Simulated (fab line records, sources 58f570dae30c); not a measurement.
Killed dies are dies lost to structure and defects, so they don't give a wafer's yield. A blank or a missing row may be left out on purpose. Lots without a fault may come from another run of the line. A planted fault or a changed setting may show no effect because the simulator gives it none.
Which tool did it? | flow berkeley_cmos170 | 13 lots, 39 wafers sampled, at 4 steps of a route of 331

WHAT THE GAUGES READ, wafer by wafer
UCB170_GATE_CD_MEAS_90: target cd 350 nm.
lot  | measured     | on        | cd_nm (nm)
L653 | day 6 22:10  | cd_sem-02 | 350.2 349.6 350.4
L655 | day 7 20:54  | cd_sem-01 | 350.1 350.3 350.9
L656 | day 7 20:40  | cd_sem-02 | 348.5 347.8 349.3
L657 | day 8 16:34  | cd_sem-02 | 349.8 349.2 347.9
L658 | day 8 16:49  | cd_sem-01 | 349.0 349.5 351.2
L659 | day 8 16:35  | cd_sem-01 | 350.7 349.0 351.0
L661 | day 9 09:34  | cd_sem-01 | 348.5 347.9 349.7
L666 | day 10 04:04 | cd_sem-02 | 349.1 349.6 351.9
L668 | day 10 16:41 | cd_sem-02 | 349.3 351.5 349.9
L669 | day 10 16:49 | cd_sem-01 | 350.2 350.7 350.3
L673 | day 11 10:45 | cd_sem-01 | 352.3 352.0 352.9
L676 | day 11 15:02 | cd_sem-01 | 350.1 350.3 350.3
L675 | day 11 14:48 | cd_sem-01 | 347.6 348.9 347.4

WHICH TOOL RAN EACH LOT (tool, then ch and the chambers of the sampled wafers, then the start)
lot  | UCB170_PWELL_ETCH_14              | UCB170_PWELL_STRIP_16               | UCB170_GATE_ETCH_15
L653 | rie_diel-03 ch 0,2, day 3 04:24   | plasma_asher-03 ch 0,1, day 3 04:39 | rie_si-02 ch 0,1, day 6 22:00
L655 | rie_diel-04 ch 0,2,3, day 3 18:16 | plasma_asher-04 ch 0,1, day 3 18:31 | rie_si-01 ch 1,3, day 7 20:45
L656 | rie_diel-02 ch 0,1,3, day 4 01:22 | plasma_asher-02 ch 0,1, day 4 01:37 | rie_si-02 ch 0,1,3, day 7 20:31
L657 | rie_diel-04 ch 0,1,3, day 4 07:43 | plasma_asher-03 ch 0,1, day 4 08:00 | rie_si-02 ch 0,3, day 8 16:23
L658 | rie_diel-02 ch 0,3, day 4 08:16   | plasma_asher-04 ch 0,1, day 4 08:31 | rie_si-01 ch 0,1,3, day 8 16:39
L659 | rie_diel-02 ch 0,1,3, day 4 13:35 | plasma_asher-02 ch 0,1, day 4 13:50 | rie_si-01 ch 0,1,3, day 8 16:26
L661 | rie_diel-04 ch 1,2,3, day 5 00:47 | plasma_asher-04 ch 0,1, day 5 01:02 | rie_si-02 ch 0,2,3, day 9 09:23
L666 | rie_diel-04 ch 1,2, day 5 23:35   | plasma_asher-04 ch 0,1, day 5 23:50 | rie_si-01 ch 0,2,3, day 10 03:56
L668 | rie_diel-04 ch 1,2, day 6 13:16   | plasma_asher-04 ch 0,1, day 6 13:31 | rie_si-01 ch 1,2, day 10 16:31
L669 | rie_diel-02 ch 0,2, day 6 13:33   | plasma_asher-04 ch 0,1, day 6 13:50 | rie_si-02 ch 1,3, day 10 16:38
L673 | rie_diel-03 ch 0,1,3, day 7 16:31 | plasma_asher-03 ch 0,1, day 7 16:46 | rie_si-01 ch 1,2, day 11 10:36
L676 | rie_diel-02 ch 1,3, day 8 05:43   | plasma_asher-03 ch 0,1, day 8 05:58 | rie_si-01 ch 1,2, day 11 14:52
L675 | rie_diel-04 ch 0,2,3, day 8 05:50 | plasma_asher-04 ch 0,1, day 8 06:05 | rie_si-01 ch 1,2,3, day 11 14:35
- UCB170_PWELL_ETCH_14: etches Si3N4 in CH3F/Ar/O2, stops on SiO2, target depth 242 nm, time 151 s.
- UCB170_PWELL_STRIP_16: strips in O2.
- UCB170_GATE_ETCH_15: etches poly-Si in HBr/Cl2, stops on SiO2, time 56.3 s, target depth 278.2 nm.

WHAT THE TOOLS THEMSELVES READ (means of the sampled wafers that have a number; where no wafer has one, the mark that the record gives instead)
UCB170_PWELL_ETCH_14.
lot  | tool        | drypump_motor_current_A (A) | oes_product_au (a.u.) | rf_fwd_power_W (W) | throttle_valve_pct (%)
L653 | rie_diel-03 | 5.5                         | 0.956                 | 447.4              | 8.20
L655 | rie_diel-04 | 5.3                         | 0.948                 | 448.6              | 8.00
L656 | rie_diel-02 | 5.4                         | 0.938                 | 448.7              | 8.06
L657 | rie_diel-04 | 5.4                         | 0.950                 | 448.9              | 8.05
L658 | rie_diel-02 | 5.4                         | 0.922                 | 447.6              | 7.92
L659 | rie_diel-02 | 5.4                         | 0.941                 | 449.1              | 8.06
L661 | rie_diel-04 | 5.2                         | 0.950                 | 448.1              | 8.06
L666 | rie_diel-04 | 5.3                         | 0.939                 | 446.2              | 8.09
L668 | rie_diel-04 | 5.4                         | 0.946                 | 447.0              | 8.09
L669 | rie_diel-02 | 5.2                         | 0.922                 | 448.5              | 8.07
L673 | rie_diel-03 | 5.9                         | 0.944                 | 449.4              | 8.03
L676 | rie_diel-02 | 5.6                         | 0.942                 | 445.1              | 8.10
L675 | rie_diel-04 | 5.3                         | 0.939                 | 449.4              | 8.00

UCB170_PWELL_STRIP_16.
lot  | tool            | drypump_motor_current_A (A) | oes_product_au (a.u.) | strip_time_to_endpoint_s (s)
L653 | plasma_asher-03 | 5.6                         | 0.723                 | 18.01
L655 | plasma_asher-04 | 5.7                         | 0.720                 | 18.02
L656 | plasma_asher-02 | 5.9                         | 0.724                 | 18.02
L657 | plasma_asher-03 | 5.2                         | 0.723                 | 17.94
L658 | plasma_asher-04 | 5.7                         | 0.721                 | 17.94
L659 | plasma_asher-02 | 5.8                         | 0.722                 | 18.05
L661 | plasma_asher-04 | 5.3                         | 0.720                 | 18.05
L666 | plasma_asher-04 | 5.4                         | 0.718                 | 18.08
L668 | plasma_asher-04 | 5.3                         | 0.715                 | 18.07
L669 | plasma_asher-04 | 5.3                         | 0.721                 | 18.00
L673 | plasma_asher-03 | 5.6                         | 0.723                 | 17.98
L676 | plasma_asher-03 | 5.2                         | 0.721                 | 17.98
L675 | plasma_asher-04 | 5.7                         | 0.724                 | 17.96

UCB170_GATE_ETCH_15.
lot  | tool      | drypump_motor_current_A (A) | oes_product_au (a.u.) | rf_fwd_power_W (W) | throttle_valve_pct (%)
L653 | rie_si-02 | 5.0                         | 0.824                 | 297.4              | 26.27
L655 | rie_si-01 | 6.1                         | 0.850                 | 295.9              | 26.58
L656 | rie_si-02 | 5.3                         | 0.838                 | 296.4              | 26.54
L657 | rie_si-02 | 5.2                         | 0.819                 | 296.8              | 26.29
L658 | rie_si-01 | 5.9                         | 0.834                 | 296.8              | 26.39
L659 | rie_si-01 | 5.9                         | 0.842                 | 297.3              | 26.39
L661 | rie_si-02 | 5.6                         | 0.822                 | 297.8              | 26.50
L666 | rie_si-01 | 5.4                         | 0.826                 | 297.1              | 26.37
L668 | rie_si-01 | 5.7                         | 0.833                 | 295.8              | 26.58
L669 | rie_si-02 | 5.6                         | 0.926                 | 295.8              | 26.81
L673 | rie_si-01 | 6.2                         | 0.838                 | 296.8              | 26.59
L676 | rie_si-01 | 6.2                         | 0.847                 | 295.7              | 26.60
L675 | rie_si-01 | 5.7                         | 0.836                 | 297.5              | 26.56

THE ANSWER, worked out from the rows above alone
Rule: what is usual is taken from the lots themselves. Put in order of their means at a reading, lots are off if they are a third of the lots or fewer, leave a main group of 4 or more, and stand apart from it by a gap of 3 or more times the standard deviation of the main group's means; of several such gaps the widest counts. A main group whose means are all the same, to the digits that the tables above print for the reading, isn't used. A lot without any number at a reading at which 4 lots or more have one is off too. The other lots that the step has rows for count as sound. The gauges are gone through in route order, then the tools' own readings, and for those a lot's mean is taken as printed above. The first step at which some lot is off is used, and at that step the reading that is off furthest; a lot without a number counts as furthest.
Off: L669, at UCB170_GATE_ETCH_15 (oes_product_au). The main group: mean 0.834 a.u., standard deviation 0.0094.
A tool fits if, at that step or a process step before it, it ran every lot that is off, and no sound lot after the first of them. One fits: rie_si-02 at UCB170_GATE_ETCH_15. Its last sound lot is L661 (day 9 09:23), its first lot that is off L669 (day 10 16:38): a fault that began between those two fits.
The tool's own readings at UCB170_GATE_ETCH_15 bear it out: on the lots that are off they differ by more than 5 times the standard deviation of the sound lots' means. oes_product_au reads 0.926 a.u. there against 0.834 a.u. on the sound lots.

WHAT THE SIMULATOR HAD PUT IN
Process parameter drift: rie_si-02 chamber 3, from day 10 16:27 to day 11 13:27, at UCB170_GATE_ETCH_15. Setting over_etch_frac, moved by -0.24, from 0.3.
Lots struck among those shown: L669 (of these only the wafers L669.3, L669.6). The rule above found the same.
